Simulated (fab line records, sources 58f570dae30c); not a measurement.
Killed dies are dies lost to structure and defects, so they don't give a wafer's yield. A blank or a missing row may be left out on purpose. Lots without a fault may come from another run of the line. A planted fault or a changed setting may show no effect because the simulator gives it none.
Split-lot experiment | flow berkeley_cmos170 | 5 lots, 23 wafers read, on a route of 331 steps

THE SPLIT
At UCB170_M3_PEB_13, the setting peb_temp_c was moved away from the recipe's 130 C on 9 of the 23 wafers read, by -2.0% to +2.5%. The other wafers ran this setting at the recipe's value.

FROM THE SPLIT TO THE READING: what the file shows between them, 5 steps
- UCB170_M3_DEVELOP_14: develop time 45 s
- UCB170_M3_CD_MEAS_15: target cd 700 nm
- UCB170_M3_ETCH_17: etches BARC in N2/H2
- UCB170_M3_METAL_ETCH_18: etches Al in Cl2/BCl3, stops on SiO2, target depth 1170 nm, time 195 s
- UCB170_M3_STRIP_19: strips in O2

THE READING
cd_nm, in nm, at UCB170_M3_CD_MEAS_90 (target cd 700 nm). Fault-free wafers of this fab line usually give 701 nm, standard deviation 3.8 nm.

wafer  | tool, chamber at the split | peb_temp_c as run, C | against the recipe | cd_nm, nm | against lot-mates on the recipe
L075.1 | litho_track-01, 0          | 127.4                | -2.0%              | 719       | +18
L075.3 | litho_track-01, 0          | 127.4                | -2.0%              | 726       | +24
L075.4 | litho_track-01, 0          | 130                  | recipe             | 701       | -
L075.5 | litho_track-01, 0          | 130                  | recipe             | 702       | -
L075.6 | litho_track-01, 0          | 127.4                | -2.0%              | 724       | +22
L078.4 | litho_track-04, 0          | 130                  | recipe             | 705       | -
L078.5 | litho_track-04, 0          | 130                  | recipe             | 701       | -
L078.6 | litho_track-04, 0          | 130                  | recipe             | 705       | -
L079.1 | litho_track-04, 0          | 130                  | recipe             | 705       | -
L079.3 | litho_track-04, 0          | 133.2                | +2.5%              | 687       | -20
L079.4 | litho_track-04, 0          | 133.2                | +2.5%              | 690       | -16
L079.5 | litho_track-04, 0          | 133.2                | +2.5%              | 687       | -20
L079.6 | litho_track-04, 0          | 130                  | recipe             | 708       | -
L080.1 | litho_track-01, 0          | 130                  | recipe             | 697       | -
L080.2 | litho_track-01, 0          | 130                  | recipe             | 698       | -
L080.3 | litho_track-01, 0          | 130                  | recipe             | 697       | -
L080.4 | litho_track-01, 0          | 130                  | recipe             | 698       | -
L080.6 | litho_track-01, 0          | 130                  | recipe             | 699       | -
L083.1 | litho_track-02, 0          | 130                  | recipe             | 699       | -
L083.2 | litho_track-02, 0          | 130                  | recipe             | 697       | -
L083.3 | litho_track-02, 0          | 128                  | -1.5%              | 717       | +19
L083.4 | litho_track-02, 0          | 128                  | -1.5%              | 710       | +12
L083.5 | litho_track-02, 0          | 128                  | -1.5%              | 713       | +15

THE FIT
A straight line over all 23 wafers: cd_nm changes by -7.5 nm for each +1% of peb_temp_c; r = -0.91; the points scatter about the line by 4.4 nm.
The same after taking each lot's own level away (the mean of its wafers on the recipe; 23 wafers): -8.93 nm for each +1%; r = -0.98; scatter 2.5 nm.
On that fit, the largest move of peb_temp_c shifts the reading by 22 nm.
The lots' own levels span 697.8 to 706.5 nm, that is 2.3 times the standard deviation above.
So the lot-to-lot level changes the slope: the two fits differ.
Check: with one of the wafers moved furthest among these (+2.5%) left out of the fit, the line predicts -21.2 nm for it against its lot-mates. It came out at -19.5 nm against them.

OTHER SPLITS ON THESE WAFERS
These wafers also went through other splits before the reading. Each is held against what the fit with the lots' levels taken away leaves over:
other split on the same wafers | wafers away from the commonest value | r with cd_nm (lot level and that fit taken away)
UCB170_V2_ETCH_14 time_s       | 6                                    | -0.03

THE WHOLE CHAIN: every reading that the file lists as answering this split, in the file's order
step                    | what it does                                                           | reading                                                   | change (the file's fit)              | r (the file's)
UCB170_M3_CD_MEAS_15    | target cd 700 nm                                                       | cd_nm                                                     | -8.45 nm for each +1% of the setting | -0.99
UCB170_M3_ETCH_17       | etches BARC in N2/H2                                                   | M3.cd_nm (the simulator's own value, which no gauge read) | -8.38 nm for each +1% of the setting | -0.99
UCB170_M3_METAL_ETCH_18 | etches Al in Cl2/BCl3, stops on SiO2, target depth 1170 nm, time 195 s | M3.cd_nm (the simulator's own value, which no gauge read) | -9.14 nm for each +1% of the setting | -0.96
UCB170_M3_CD_MEAS_90    | target cd 700 nm                                                       | cd_nm                                                     | -9.16 nm for each +1% of the setting | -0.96

THE FILE'S OWN FIT
cd_nm changes by -9.16 nm for each +1% of peb_temp_c, r = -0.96.
